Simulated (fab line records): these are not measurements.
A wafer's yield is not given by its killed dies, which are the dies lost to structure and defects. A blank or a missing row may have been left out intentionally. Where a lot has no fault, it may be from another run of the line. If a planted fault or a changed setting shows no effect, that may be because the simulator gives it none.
Problem report in the 8D (eight disciplines) form, filled by code :: flow berkeley-cmos170 :: the parts of the form that need people (team, actions taken, sign-off) are left out

1. THE PROBLEM
chamber-pressure-mTorr at UCB170_M2_METAL_ETCH_18 reads a mean of 6.002 mTorr on 6 wafers of 2 lots; wafers without a fault read 12.000 mTorr with a standard deviation of 0.013. So: -99 or more standard deviations from the usual mean.
The step: etches Al in Cl2/BCl3, stops on SiO2, target depth 1170 nm, time 195 s.
Earliest sighting: wafer L964.2 on rie-metal-01 at day 10 15:06. Wafers with a number at this step in the record: 18, from 6 lots. Rule for "out" (also "out of limits"): further than 4 standard deviations from the usual mean. The other wafers with a number count as sound.

2. WHAT THIS IS AND IS NOT
question: which readings at this step
is: chamber-pressure-mTorr
is not: drypump-motor-current-A, oes-product-au, throttle-valve-pct

question: which lots
is: L964, L965
is not: L953, L954, L970, L973

question: which wafers of those lots
is: all that have a number
is not: -

question: read on which tools
is: rie-metal-01
is not: rie-metal-02, rie-metal-03

question: when
is: from day 10 15:06
is not: up to then (6 sound wafers); but 6 sound wafers of L970, L973 came after

3. THE SUSPECTS, EACH WITH WHAT RULES IT OUT
Counting: a tool stays on the suspect list if, at a process step up to the reading, it processed all lots that are out and no sound lot following the first of them.
- plasma-asher-04 at UCB170_M2_STRIP_07 (strips in O2): ruled out as a lasting fault. Sound lots L970 ran on it after its first lot that is out, L964 (day 10 13:40).
- rie-diel-02 at UCB170_M2_ETCH_17 (etches BARC in N2/H2): ruled out as a lasting fault. Sound lots L973 ran on it after its first lot that is out, L964 (day 10 15:03).
- rie-metal-01 at UCB170_M2_METAL_ETCH_18 (etches Al in Cl2/BCl3, stops on SiO2, target depth 1170 nm, time 195 s): kept. Every lot that is out went through it, starting with L964 (day 10 15:06), and after that it ran no sound lot; the last sound lot it ran before then is L953 (day 7 13:53). Out on those wafers are its own readings of chamber-pressure-mTorr.
Left after counting: rie-metal-01 at UCB170_M2_METAL_ETCH_18.

4. THE CAUSE (what the simulator had put in)
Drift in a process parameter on rie-metal-01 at UCB170_M2_METAL_ETCH_18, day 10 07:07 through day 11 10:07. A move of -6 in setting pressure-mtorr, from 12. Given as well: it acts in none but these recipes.
Counting left only this tool.

5. SEQUENCE OF EFFECTS, ordered by route
Each row: a reading whose mean over the struck wafers that have a number lies more than 3 standard deviations from the usual. Only readings for which the record gives a usual standard deviation are gone through. hours: the time from each lot's start at the first step in this table that gives one to its start at this step, as a median over the lots. sigmas: the change in usual standard deviations.
hours: 0
step: UCB170_M2_METAL_ETCH_18
reading: chamber-pressure-mTorr
usual: 12.000 mTorr
on struck wafers: 6.002
change: -5.998
sigmas: -99 or more
The process steps in it:
- UCB170_M2_METAL_ETCH_18: etches Al in Cl2/BCl3, stops on SiO2, target depth 1170 nm, time 195 s.

6. HOW IT WOULD HAVE BEEN CAUGHT EARLIER
8 hours passed between the start of the fault at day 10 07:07 and the first reading out of limits in this record, taken at day 10 15:06.
